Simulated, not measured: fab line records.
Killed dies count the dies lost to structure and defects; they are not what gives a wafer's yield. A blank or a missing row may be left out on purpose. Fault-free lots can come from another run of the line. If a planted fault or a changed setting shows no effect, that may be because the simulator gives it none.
The tool behind it: which one? / flow berkeley_cmos170 / 13 lots, 39 wafers sampled, at 4 steps of a route of 331

## WHAT THE GAUGES SHOWED, per wafer
UCB170_M1_OVL_MEAS_10. Usual: M1_OVL 6 nm, standard deviation 5.6.
lot=L685; measured=day 8 01:28; on=overlay-02; M1_OVL (nm)=-2 4 1; flag=
lot=L686; measured=day 8 10:53; on=overlay-01; M1_OVL (nm)=4 8 11; flag=
lot=L694; measured=day 9 23:32; on=overlay-02; M1_OVL (nm)=10 11 6; flag=
lot=L696; measured=day 10 14:57; on=overlay-01; M1_OVL (nm)=-1 12 -3; flag=
lot=L700; measured=day 11 01:40; on=overlay-01; M1_OVL (nm)=1 4 0; flag=
lot=L698; measured=day 11 01:54; on=overlay-02; M1_OVL (nm)=12 11 15; flag=
lot=L702; measured=day 12 00:34; on=overlay-01; M1_OVL (nm)=11 11 16; flag=
lot=L703; measured=day 12 04:05; on=overlay-02; M1_OVL (nm)=4 8 6; flag=
lot=L701; measured=day 12 04:15; on=overlay-01; M1_OVL (nm)=5 0 4; flag=
lot=L704; measured=day 12 06:42; on=overlay-02; M1_OVL (nm)=-3 -1 15; flag=
lot=L705; measured=day 12 06:59; on=overlay-01; M1_OVL (nm)=1 6 0; flag=
lot=L706; measured=day 13 08:26; on=overlay-01; M1_OVL (nm)=2 12 2; flag=
lot=L708; measured=day 13 12:34; on=overlay-01; M1_OVL (nm)=2 13 5; flag=

UCB170_V2_OVL_MEAS_13. Usual: V2_OVL 0 nm, standard deviation 5.
lot=L685; measured=day 8 12:35; on=overlay-01; V2_OVL (nm)=1 5 1; flag=
lot=L686; measured=day 9 01:47; on=overlay-01; V2_OVL (nm)=1 -1 -7; flag=
lot=L696; measured=day 11 01:30; on=overlay-02; V2_OVL (nm)=-2 3 -1; flag=
lot=L700; measured=day 11 10:27; on=overlay-01; V2_OVL (nm)=-2 -3 -6; flag=
lot=L698; measured=day 11 13:43; on=overlay-01; V2_OVL (nm)=5 1 3; flag=
lot=L702; measured=day 12 11:53; on=overlay-01; V2_OVL (nm)=-2 4 -1; flag=
lot=L703; measured=day 12 14:02; on=overlay-01; V2_OVL (nm)=-4 -2 -6; flag=
lot=L701; measured=day 12 16:29; on=overlay-01; V2_OVL (nm)=-10 -7 -4; flag=
lot=L704; measured=day 12 17:41; on=overlay-02; V2_OVL (nm)=0 -3 11; flag=
lot=L705; measured=day 12 19:46; on=overlay-01; V2_OVL (nm)=1 4 -2; flag=
lot=L706; measured=day 13 22:35; on=overlay-02; V2_OVL (nm)=8 -3 -1; flag=
lot=L708; measured=day 14 03:00; on=overlay-01; V2_OVL (nm)=-4 -3 1; flag=

## TOOL THAT RAN EACH LOT (tool first, then ch and the chambers of the sampled wafers, then the start)
lot=L685; UCB170_M1_STRIP_13=plasma_asher-04 ch 0,1, day 8 01:40; UCB170_M2_EXPOSE_12=krf_scanner-01 ch 0, day 8 09:13
lot=L686; UCB170_M1_STRIP_13=plasma_asher-01 ch 0,1, day 8 11:05; UCB170_M2_EXPOSE_12=krf_scanner-01 ch 0, day 8 22:44
lot=L694; UCB170_M1_STRIP_13=plasma_asher-01 ch 0,1, day 9 23:44; UCB170_M2_EXPOSE_12=krf_scanner-01, day 10 07:11
lot=L696; UCB170_M1_STRIP_13=plasma_asher-01 ch 0,1, day 10 15:10; UCB170_M2_EXPOSE_12=krf_scanner-01 ch 0, day 10 22:03
lot=L700; UCB170_M1_STRIP_13=plasma_asher-04 ch 0,1, day 11 01:52; UCB170_M2_EXPOSE_12=krf_scanner-01 ch 0, day 11 07:19
lot=L698; UCB170_M1_STRIP_13=plasma_asher-04 ch 0,1, day 11 02:07; UCB170_M2_EXPOSE_12=krf_scanner-02 ch 0, day 11 10:00
lot=L702; UCB170_M1_STRIP_13=plasma_asher-02 ch 0,1, day 12 00:48; UCB170_M2_EXPOSE_12=krf_scanner-02 ch 0, day 12 08:22
lot=L703; UCB170_M1_STRIP_13=plasma_asher-04 ch 0,1, day 12 04:17; UCB170_M2_EXPOSE_12=krf_scanner-02 ch 0, day 12 10:12
lot=L701; UCB170_M1_STRIP_13=plasma_asher-02 ch 0,1, day 12 04:28; UCB170_M2_EXPOSE_12=krf_scanner-02 ch 0, day 12 12:07
lot=L704; UCB170_M1_STRIP_13=plasma_asher-04 ch 0,1, day 12 06:56; UCB170_M2_EXPOSE_12=krf_scanner-01 ch 0, day 12 13:43
lot=L705; UCB170_M1_STRIP_13=plasma_asher-02 ch 0,1, day 12 07:12; UCB170_M2_EXPOSE_12=krf_scanner-01 ch 0, day 12 16:06
lot=L706; UCB170_M1_STRIP_13=plasma_asher-01 ch 0, day 13 08:39; UCB170_M2_EXPOSE_12=krf_scanner-01 ch 0, day 13 18:23
lot=L708; UCB170_M1_STRIP_13=plasma_asher-01 ch 0,1, day 13 12:46; UCB170_M2_EXPOSE_12=krf_scanner-02 ch 0, day 13 22:56
- UCB170_M1_STRIP_13: strips in O2.
- UCB170_M2_EXPOSE_12: exposes mask METAL2, target cd 700 nm.

## WHAT THE TOOLS THEMSELVES READ (means of the sampled wafers that have a number; where no wafer has one, the mark that the record gives instead)
UCB170_M1_STRIP_13. Usual: drypump_motor_current_A 5.55 A, standard deviation 0.24; oes_product_au 0.721 a.u., standard deviation 0.0045.
lot=L685; tool=plasma_asher-04; drypump_motor_current_A (A)=5.59; oes_product_au (a.u.)=0.717; flag=
lot=L686; tool=plasma_asher-01; drypump_motor_current_A (A)=5.42; oes_product_au (a.u.)=0.719; flag=
lot=L694; tool=plasma_asher-01; drypump_motor_current_A (A)=5.41; oes_product_au (a.u.)=0.724; flag=
lot=L696; tool=plasma_asher-01; drypump_motor_current_A (A)=5.43; oes_product_au (a.u.)=0.718; flag=
lot=L700; tool=plasma_asher-04; drypump_motor_current_A (A)=5.71; oes_product_au (a.u.)=0.721; flag=
lot=L698; tool=plasma_asher-04; drypump_motor_current_A (A)=5.59; oes_product_au (a.u.)=0.716; flag=
lot=L702; tool=plasma_asher-02; drypump_motor_current_A (A)=5.66; oes_product_au (a.u.)=0.719; flag=
lot=L703; tool=plasma_asher-04; drypump_motor_current_A (A)=5.72; oes_product_au (a.u.)=0.728; flag=
lot=L701; tool=plasma_asher-02; drypump_motor_current_A (A)=5.41; oes_product_au (a.u.)=0.717; flag=
lot=L704; tool=plasma_asher-04; drypump_motor_current_A (A)=5.70; oes_product_au (a.u.)=0.724; flag=
lot=L705; tool=plasma_asher-02; drypump_motor_current_A (A)=5.42; oes_product_au (a.u.)=0.722; flag=
lot=L706; tool=plasma_asher-01; drypump_motor_current_A (A)=5.40; oes_product_au (a.u.)=0.718; flag=
lot=L708; tool=plasma_asher-01; drypump_motor_current_A (A)=5.42; oes_product_au (a.u.)=0.725; flag=

UCB170_M2_EXPOSE_12. Usual: exposure_dose_mJ_cm2 24.92, standard deviation 0.16; focus_offset_nm 0.0 nm, standard deviation 0.48.
lot=L685; tool=krf_scanner-01; exposure_dose_mJ_cm2=24.78; focus_offset_nm (nm)=-0.2; flag=
lot=L686; tool=krf_scanner-01; exposure_dose_mJ_cm2=24.80; focus_offset_nm (nm)=0.1; flag=
lot=L694; tool=krf_scanner-01; exposure_dose_mJ_cm2=-; focus_offset_nm (nm)=-; flag=OFF
lot=L696; tool=krf_scanner-01; exposure_dose_mJ_cm2=24.83; focus_offset_nm (nm)=0.2; flag=
lot=L700; tool=krf_scanner-01; exposure_dose_mJ_cm2=24.83; focus_offset_nm (nm)=-0.2; flag=
lot=L698; tool=krf_scanner-02; exposure_dose_mJ_cm2=25.15; focus_offset_nm (nm)=-0.3; flag=
lot=L702; tool=krf_scanner-02; exposure_dose_mJ_cm2=25.15; focus_offset_nm (nm)=0.5; flag=
lot=L703; tool=krf_scanner-02; exposure_dose_mJ_cm2=25.14; focus_offset_nm (nm)=0.6; flag=
lot=L701; tool=krf_scanner-02; exposure_dose_mJ_cm2=25.15; focus_offset_nm (nm)=0.1; flag=
lot=L704; tool=krf_scanner-01; exposure_dose_mJ_cm2=24.81; focus_offset_nm (nm)=-0.1; flag=
lot=L705; tool=krf_scanner-01; exposure_dose_mJ_cm2=24.82; focus_offset_nm (nm)=0.1; flag=
lot=L706; tool=krf_scanner-01; exposure_dose_mJ_cm2=24.83; focus_offset_nm (nm)=0.2; flag=
lot=L708; tool=krf_scanner-02; exposure_dose_mJ_cm2=25.15; focus_offset_nm (nm)=0.1; flag=

## THE ANSWER, worked out from the rows above alone
Rule: a lot counts as off when the mean over its wafers that have a number is more than 3 standard deviations away from the usual mean. A lot without any number at a reading at which 4 lots or more have one is off too. Where the step has rows for the other lots, those lots are counted as sound. The gauges are gone through in route order, then the tools' own readings, and for those a lot's mean is taken as printed above. The first step at which some lot is off is used, and at that step the reading that is off furthest; a lot without a number counts as furthest.
Off: L694 (UCB170_M2_EXPOSE_12, exposure_dose_mJ_cm2). Without a number there: L694.
A tool fits if, at that step or a process step before it, it ran every lot that is off, and no sound lot after the first of them. No candidate that was tried fits.

## WHAT HAD BEEN PUT IN BY THE SIMULATOR
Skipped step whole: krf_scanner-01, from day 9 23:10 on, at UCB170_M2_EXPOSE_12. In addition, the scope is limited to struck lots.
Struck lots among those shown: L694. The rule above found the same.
